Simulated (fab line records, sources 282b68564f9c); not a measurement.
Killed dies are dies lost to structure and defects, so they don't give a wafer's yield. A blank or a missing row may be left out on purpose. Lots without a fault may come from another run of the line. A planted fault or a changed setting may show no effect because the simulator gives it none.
Which tool did it? | flow rit_cmos | 15 lots, 45 wafers sampled, at 3 steps of a route of 202

WHAT THE GAUGES READ, wafer by wafer
RIT_PLDD_TW_MEAS_10.
lot  | measured    | on            | PLDD_TW
L157 | day 2 18:38 | film_metro-03 | 2341 2329 2337
L158 | day 2 23:56 | film_metro-01 | 2337 2323 2333
L159 | day 3 05:55 | film_metro-03 | 2332 2342 2344
L160 | day 3 11:40 | film_metro-02 | 2357 2371 2355
L161 | day 3 18:55 | film_metro-01 | 2326 2333 2322
L162 | day 3 21:16 | film_metro-01 | 2337 2335 2335
L163 | day 4 00:22 | film_metro-02 | 2353 2352 2360
L164 | day 4 07:34 | film_metro-02 | 2363 2354 2354
L166 | day 4 17:22 | film_metro-02 | 2359 2361 2367
L167 | day 4 20:58 | film_metro-01 | 2346 2352 2340
L168 | day 5 02:57 | film_metro-02 | 2353 2374 2359
L169 | day 5 09:17 | film_metro-01 | 2351 2336 2348
L170 | day 5 13:40 | film_metro-01 | 2736 2744 2736
L171 | day 5 17:38 | film_metro-01 | 2739 2743 2742
L173 | day 6 06:16 | film_metro-02 | 2763 2770 2770

RIT_SDANNEAL_RS_MEAS_06: measures by four-point-probe.
lot  | measured    | on            | PLDD_RS (ohm/sq)
L157 | day 3 00:56 | film_metro-03 | 177.1 177.5 177.7
L158 | day 3 06:25 | film_metro-02 | 176.8 177.3 176.8
L159 | day 3 13:10 | film_metro-03 | 178.2 177.8 177.8
L160 | day 3 18:23 | film_metro-02 | 177.0 177.1 176.9
L161 | day 4 01:25 | film_metro-02 | 177.6 177.1 177.6
L162 | day 4 03:47 | film_metro-02 | 176.6 176.6 177.0
L163 | day 4 06:44 | film_metro-02 | 176.5 176.5 176.0
L164 | day 4 13:47 | film_metro-02 | 177.4 177.2 177.4
L166 | day 5 00:32 | film_metro-02 | 176.7 176.9 176.8
L167 | day 5 03:58 | film_metro-02 | 177.3 177.6 177.4
L168 | day 5 10:32 | film_metro-01 | 177.2 177.2 176.7
L169 | day 5 16:47 | film_metro-02 | 175.8 176.3 176.6
L170 | day 5 21:28 | film_metro-02 | 150.9 151.5 151.2
L171 | day 6 00:37 | film_metro-02 | 151.1 151.3 151.2
L173 | day 6 14:54 | film_metro-02 | 151.0 151.4 151.3

WHICH TOOL RAN EACH LOT (tool, then ch and the chambers of the sampled wafers, then the start)
lot  | RIT_PLDD_IMPLANT_08
L157 | implanter-03 ch 0, day 2 18:20
L158 | implanter-02 ch 0, day 2 23:37
L159 | implanter-02 ch 0, day 3 05:35
L160 | implanter-03 ch 0, day 3 11:22
L161 | implanter-04 ch 0, day 3 18:35
L162 | implanter-04 ch 0, day 3 20:58
L163 | implanter-02 ch 0, day 4 00:03
L164 | implanter-03 ch 0, day 4 07:14
L166 | implanter-02 ch 0, day 4 17:03
L167 | implanter-04 ch 0, day 4 20:40
L168 | implanter-02 ch 0, day 5 02:40
L169 | implanter-03 ch 0, day 5 08:59
L170 | implanter-02 ch 0, day 5 13:02
L171 | implanter-03 ch 0, day 5 16:55
L173 | implanter-03 ch 0, day 6 05:39
- RIT_PLDD_IMPLANT_08

WHAT THE TOOLS THEMSELVES READ (means of the sampled wafers that have a number; where no wafer has one, the mark that the record gives instead)
RIT_PLDD_IMPLANT_08.
lot  | tool         | dose_ions_cm2 | faraday_current_uA | tilt_deg (degrees)
L157 | implanter-03 | 9.18e+14      | 2892               | 6.985
L158 | implanter-02 | 9.18e+14      | 2871               | 7.014
L159 | implanter-02 | 9.20e+14      | 2851               | 7.010
L160 | implanter-03 | 9.19e+14      | 2899               | 7.013
L161 | implanter-04 | 9.18e+14      | 2897               | 7.003
L162 | implanter-04 | 9.19e+14      | 2841               | 7.025
L163 | implanter-02 | 9.19e+14      | 2886               | 7.011
L164 | implanter-03 | 9.19e+14      | 2852               | 6.997
L166 | implanter-02 | 9.19e+14      | 2860               | 7.007
L167 | implanter-04 | 9.19e+14      | 2862               | 7.001
L168 | implanter-02 | 9.20e+14      | 2881               | 6.998
L169 | implanter-03 | 9.20e+14      | 2905               | 7.009
L170 | implanter-02 | 9.20e+14      | 2912               | 7.010
L171 | implanter-03 | 9.19e+14      | 2902               | 7.019
L173 | implanter-03 | 9.19e+14      | 2888               | 6.988

THE ANSWER, worked out from the rows above alone
Rule: what is usual is taken from the lots themselves. Put in order of their means at a reading, lots are off if they are a third of the lots or fewer, leave a main group of 4 or more, and stand apart from it by a gap of 3 or more times the standard deviation of the main group's means; of several such gaps the widest counts. A main group whose means are all the same, to the digits that the tables above print for the reading, isn't used. A lot without any number at a reading at which 4 lots or more have one is off too. The other lots that the step has rows for count as sound. The gauges are gone through in route order, then the tools' own readings, and for those a lot's mean is taken as printed above. The first step at which some lot is off is used, and at that step the reading that is off furthest; a lot without a number counts as furthest.
Off: L170, L171, L173, at RIT_PLDD_TW_MEAS_10 (PLDD_TW). The main group: mean 2346, standard deviation 12.
A tool fits if, at a process step before that reading, it ran every lot that is off, and no sound lot after the first of them. The gauges at RIT_PLDD_TW_MEAS_10 are tried like those tools. None of those tried fits.

WHAT THE SIMULATOR HAD PUT IN
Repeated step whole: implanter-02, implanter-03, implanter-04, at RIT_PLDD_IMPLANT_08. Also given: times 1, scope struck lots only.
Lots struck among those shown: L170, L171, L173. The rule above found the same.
